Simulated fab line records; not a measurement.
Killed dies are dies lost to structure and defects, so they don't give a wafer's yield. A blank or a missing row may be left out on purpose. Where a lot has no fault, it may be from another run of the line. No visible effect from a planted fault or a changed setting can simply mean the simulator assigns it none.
Check of tool commonality / flow berkeley cmos170 / Lots sampled 14, wafers sampled 42

WHY THIS WAS OPENED
Of 14 lots, 2 have the reading NSD_TW flagged at UCB170_NSD_TW_MEAS_10. Wafers without a fault read 4174, standard deviation 41.
Rule: flag the lot when none of its wafers has a number, or when each of its wafers that has one lies beyond 4 standard deviations from that mean. All remaining lots are regarded as sound.

lot=L230; measured=day 6 13:34; on=film metro-02; NSD_TW, wafer by wafer=4222 4229 4218; flag=
lot=L233; measured=day 7 00:30; on=film metro-01; NSD_TW, wafer by wafer=4140 4159 4142; flag=
lot=L234; measured=day 7 16:28; on=film metro-01; NSD_TW, wafer by wafer=4133 4131 4156; flag=
lot=L238; measured=day 8 11:41; on=film metro-01; NSD_TW, wafer by wafer=30 30 30; flag=FLAGGED
lot=L239; measured=day 8 21:29; on=film metro-03; NSD_TW, wafer by wafer=30 30 30; flag=FLAGGED
lot=L241; measured=day 8 22:29; on=film metro-02; NSD_TW, wafer by wafer=4247 4238 4255; flag=
lot=L243; measured=day 9 09:08; on=film metro-03; NSD_TW, wafer by wafer=4157 4169 4150; flag=
lot=L245; measured=day 10 03:17; on=film metro-03; NSD_TW, wafer by wafer=4188 4202 4201; flag=
lot=L244; measured=day 10 03:28; on=film metro-01; NSD_TW, wafer by wafer=4113 4138 4133; flag=
lot=L247; measured=day 10 04:09; on=film metro-01; NSD_TW, wafer by wafer=4136 4117 4122; flag=
lot=L248; measured=day 10 13:32; on=film metro-02; NSD_TW, wafer by wafer=4273 4240 4264; flag=
lot=L249; measured=day 11 01:58; on=film metro-02; NSD_TW, wafer by wafer=4234 4253 4214; flag=
lot=L250; measured=day 11 10:44; on=film metro-03; NSD_TW, wafer by wafer=4145 4166 4173; flag=
lot=L253; measured=day 11 20:30; on=film metro-02; NSD_TW, wafer by wafer=4226 4222 4261; flag=
Averaged over the flagged lots the numbers come to 30, -4144 from the usual (-99 or more standard deviations).

TOOL THAT RAN EACH LOT
2 process steps preceding the reading are held in the record, out of 331 steps in the route. In each cell: the tool, then ch and the chambers that the sampled wafers went through, then the start.
lot=L230; flag=; UCB170_NSD_IMPLANT_08=implanter-01 ch 0, day 6 13:19; UCB170_NSD_STRIP_09=plasma asher-03 ch 0, day 6 13:28
lot=L233; flag=; UCB170_NSD_IMPLANT_08=implanter-01 ch 0, day 7 00:15; UCB170_NSD_STRIP_09=plasma asher-03 ch 0,1, day 7 00:24
lot=L234; flag=; UCB170_NSD_IMPLANT_08=implanter-04 ch 0, day 7 16:13; UCB170_NSD_STRIP_09=plasma asher-04 ch 0, day 7 16:22
lot=L238; flag=FLAGGED; UCB170_NSD_IMPLANT_08=implanter-03, day 8 11:28; UCB170_NSD_STRIP_09=plasma asher-03 ch 0,1, day 8 11:36
lot=L239; flag=FLAGGED; UCB170_NSD_IMPLANT_08=implanter-04, day 8 21:14; UCB170_NSD_STRIP_09=plasma asher-03 ch 0,1, day 8 21:23
lot=L241; flag=; UCB170_NSD_IMPLANT_08=implanter-03 ch 0, day 8 22:14; UCB170_NSD_STRIP_09=plasma asher-02 ch 0,1, day 8 22:23
lot=L243; flag=; UCB170_NSD_IMPLANT_08=implanter-04 ch 0, day 9 08:53; UCB170_NSD_STRIP_09=plasma asher-04 ch 0,1, day 9 09:02
lot=L245; flag=; UCB170_NSD_IMPLANT_08=implanter-04 ch 0, day 10 03:02; UCB170_NSD_STRIP_09=plasma asher-02 ch 0,1, day 10 03:11
lot=L244; flag=; UCB170_NSD_IMPLANT_08=implanter-03 ch 0, day 10 03:13; UCB170_NSD_STRIP_09=plasma asher-04 ch 0,1, day 10 03:22
lot=L247; flag=; UCB170_NSD_IMPLANT_08=implanter-01 ch 0, day 10 03:54; UCB170_NSD_STRIP_09=plasma asher-02 ch 0,1, day 10 04:03
lot=L248; flag=; UCB170_NSD_IMPLANT_08=implanter-03 ch 0, day 10 13:17; UCB170_NSD_STRIP_09=plasma asher-03 ch 0,1, day 10 13:26
lot=L249; flag=; UCB170_NSD_IMPLANT_08=implanter-03 ch 0, day 11 01:43; UCB170_NSD_STRIP_09=plasma asher-04 ch 0,1, day 11 01:52
lot=L250; flag=; UCB170_NSD_IMPLANT_08=implanter-04 ch 0, day 11 10:31; UCB170_NSD_STRIP_09=plasma asher-03 ch 0,1, day 11 10:38
lot=L253; flag=; UCB170_NSD_IMPLANT_08=implanter-01 ch 0, day 11 20:16; UCB170_NSD_STRIP_09=plasma asher-04 ch 0,1, day 11 20:23
What is done by these steps:
- UCB170_NSD_IMPLANT_08
- UCB170_NSD_STRIP_09: strips in O2.
- UCB170_NSD_TW_MEAS_10

FLAGGED OVER TOTAL, TOOL BY TOOL (the gauges that took the reading come last)
step=UCB170_NSD_IMPLANT_08; tool=implanter-01; lots run=4; flagged=0; share of the flagged lots=none; sound lots run after its first flagged lot=-
step=UCB170_NSD_IMPLANT_08; tool=implanter-03; lots run=5; flagged=1; share of the flagged lots=some; sound lots run after its first flagged lot=4 (L241,L244,L248,L249)
step=UCB170_NSD_IMPLANT_08; tool=implanter-04; lots run=5; flagged=1; share of the flagged lots=some; sound lots run after its first flagged lot=3 (L243,L245,L250)
step=UCB170_NSD_STRIP_09; tool=plasma asher-02; lots run=3; flagged=0; share of the flagged lots=none; sound lots run after its first flagged lot=-
step=UCB170_NSD_STRIP_09; tool=plasma asher-03; lots run=6; flagged=2; share of the flagged lots=all; sound lots run after its first flagged lot=2 (L248,L250)
step=UCB170_NSD_STRIP_09; tool=plasma asher-04; lots run=5; flagged=0; share of the flagged lots=none; sound lots run after its first flagged lot=-
step=UCB170_NSD_TW_MEAS_10; tool=film metro-01; lots run=5; flagged=1; share of the flagged lots=some; sound lots run after its first flagged lot=2 (L244,L247)
step=UCB170_NSD_TW_MEAS_10; tool=film metro-02; lots run=5; flagged=0; share of the flagged lots=none; sound lots run after its first flagged lot=-
step=UCB170_NSD_TW_MEAS_10; tool=film metro-03; lots run=4; flagged=1; share of the flagged lots=some; sound lots run after its first flagged lot=3 (L243,L245,L250)

WHAT THE TABLE PERMITS
In the table, 1 row covers all flagged lots: plasma asher-03 at UCB170_NSD_STRIP_09.
- plasma asher-03 at UCB170_NSD_STRIP_09: 2 of its 6 lots flagged. Sound lots ran on it after the first flagged one (L248, L250), which a lasting fault on the whole tool wouldn't allow. Its own readings lie more than 4 standard deviations out on every wafer of the flagged lots: oes product au, strip time to endpoint s.
There is no row in the table that ran each flagged lot and no sound lot after the first.

WHAT THE SIMULATOR HAD INSERTED
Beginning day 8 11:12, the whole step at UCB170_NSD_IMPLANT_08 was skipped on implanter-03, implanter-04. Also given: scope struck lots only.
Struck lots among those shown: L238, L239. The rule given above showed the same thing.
